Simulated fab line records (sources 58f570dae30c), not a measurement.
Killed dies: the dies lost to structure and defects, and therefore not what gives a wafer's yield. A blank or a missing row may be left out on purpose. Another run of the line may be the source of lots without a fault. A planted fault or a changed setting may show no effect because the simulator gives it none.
Split-lot study	flow berkeleyCmos170	23 wafers read across 5 lots, on a route 331 steps long

## SPLIT DETAILS
At UCB170_PSD_IMPLANT_08, the setting doseCm2 was moved away from the recipe's 3e+15 on 6 of the 23 wafers read, by -4.3% to +7.4%. For the rest of the wafers, this setting stayed at what the recipe calls for.

## FROM THE SPLIT TO THE READING: what the file shows between them, 6 steps
- UCB170_PSD_STRIP_09: strips in O2
- UCB170_PSD_TW_MEAS_10
- UCB170_BACKSIDE_STRIP_03: strips in O2 (also split here: powerW)
- UCB170_BACKSIDE_CLEAN_04: cleans in SPM, time 600 s
- UCB170_SDANNEAL_RTA_00: time 10 s
- UCB170_SDANNEAL_RTA_01: time 5 s

## THE READING
Measured at UCB170_SDANNEAL_RS_MEAS_02 by four-point probe: PSD_RS, in ohm/sq. Typical for fault-free wafers on this fab line: 75.63 ohm/sq, with standard deviation 0.25 ohm/sq.

wafer	tool, chamber at the split	doseCm2 as run	against the recipe	PSD_RS, ohm/sq	against lot-mates on the recipe
L076.1	implanter-03, 0	3e+15	recipe	75.57	-
L076.2	implanter-03, 0	3e+15	recipe	75.52	-
L076.3	implanter-03, 0	3e+15	recipe	75.29	-
L076.5	implanter-03, 0	3e+15	recipe	75.34	-
L076.6	implanter-03, 0	3e+15	recipe	75.25	-
L080.1	implanter-03, 0	3e+15	recipe	75.59	-
L080.2	implanter-03, 0	3.106e+15	+3.5%	74.18	-1.43
L080.4	implanter-03, 0	3e+15	recipe	75.53	-
L080.5	implanter-03, 0	3.106e+15	+3.5%	73.80	-1.81
L080.6	implanter-03, 0	3e+15	recipe	75.70	-
L079.1	implanter-01, 0	3e+15	recipe	75.62	-
L079.2	implanter-01, 0	3e+15	recipe	75.80	-
L079.3	implanter-01, 0	2.872e+15	-4.3%	78.28	+2.56
L079.4	implanter-01, 0	3e+15	recipe	75.75	-
L079.6	implanter-01, 0	2.872e+15	-4.3%	78.08	+2.36
L081.1	implanter-01, 0	3e+15	recipe	76.22	-
L081.4	implanter-01, 0	3e+15	recipe	75.85	-
L081.5	implanter-01, 0	3e+15	recipe	75.93	-
L082.1	implanter-03, 0	3e+15	recipe	75.62	-
L082.2	implanter-03, 0	3.222e+15	+7.4%	71.63	-4.00
L082.3	implanter-03, 0	3.222e+15	+7.4%	71.42	-4.21
L082.4	implanter-03, 0	3e+15	recipe	75.60	-
L082.6	implanter-03, 0	3e+15	recipe	75.66	-

THE FIT
A straight line over all 23 wafers: PSD_RS changes by -0.554 ohm/sq for each +1% of doseCm2; r = -0.99; the points scatter about the line by 0.24 ohm/sq.
The same after taking each lot's own level away (the mean of its wafers on the recipe; 23 wafers): -0.547 ohm/sq for each +1%; r = -0.99; scatter 0.16 ohm/sq.
The reading moves by 4.1 ohm/sq for the largest change in doseCm2, on that fit.
Across the lots, their own levels run from 75.394 to 76.000 ohm/sq, a range of 2.4 times the standard deviation given above.
The two slopes agree, so the slope changes little with the lot-to-lot level.
Check: with one of the wafers moved furthest among these (+7.4%) left out of the fit, the line predicts -4.03 ohm/sq for it against its lot-mates. It came out at -4 ohm/sq against them.

## FURTHER SPLITS ON THESE WAFERS
These wafers also went through other splits before the reading. Each is held against what the fit with the lots' levels taken away leaves over:
other split on the same wafers	wafers away from the commonest value	r with PSD_RS (lot level and that fit taken away)
UCB170_PVT_IMPLANT_07 doseCm2	10	+0.12
UCB170_GATE_PEB_10 pebTempC	10	+0.22
UCB170_PLDD_COAT_01 resistThkNm	7	-0.06
UCB170_NLDD_PEB_04 pebTempC	5	+0.16
UCB170_NLDD_IMPLANT_08 doseCm2	8	-0.18
UCB170_BACKSIDE_STRIP_03 powerW	8	+0.37

## THE WHOLE CHAIN: every reading that the file lists as answering this split, in the file's order
step	what it does	reading	change (the file's fit)	r (the file's)
UCB170_PSD_STRIP_09	strips in O2	stripTimeToEndpointS	withheld for each +1% of the setting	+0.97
UCB170_PSD_TW_MEAS_10		PSD_TW	+6.85 for each +1% of the setting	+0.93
UCB170_SDANNEAL_RS_MEAS_02	measures by four-point-probe	PSD_RS	-0.544 for each +1% of the setting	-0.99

## THE FILE'S OWN FIT
PSD_RS changes by -0.544 ohm/sq for each +1% of doseCm2, r = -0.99.
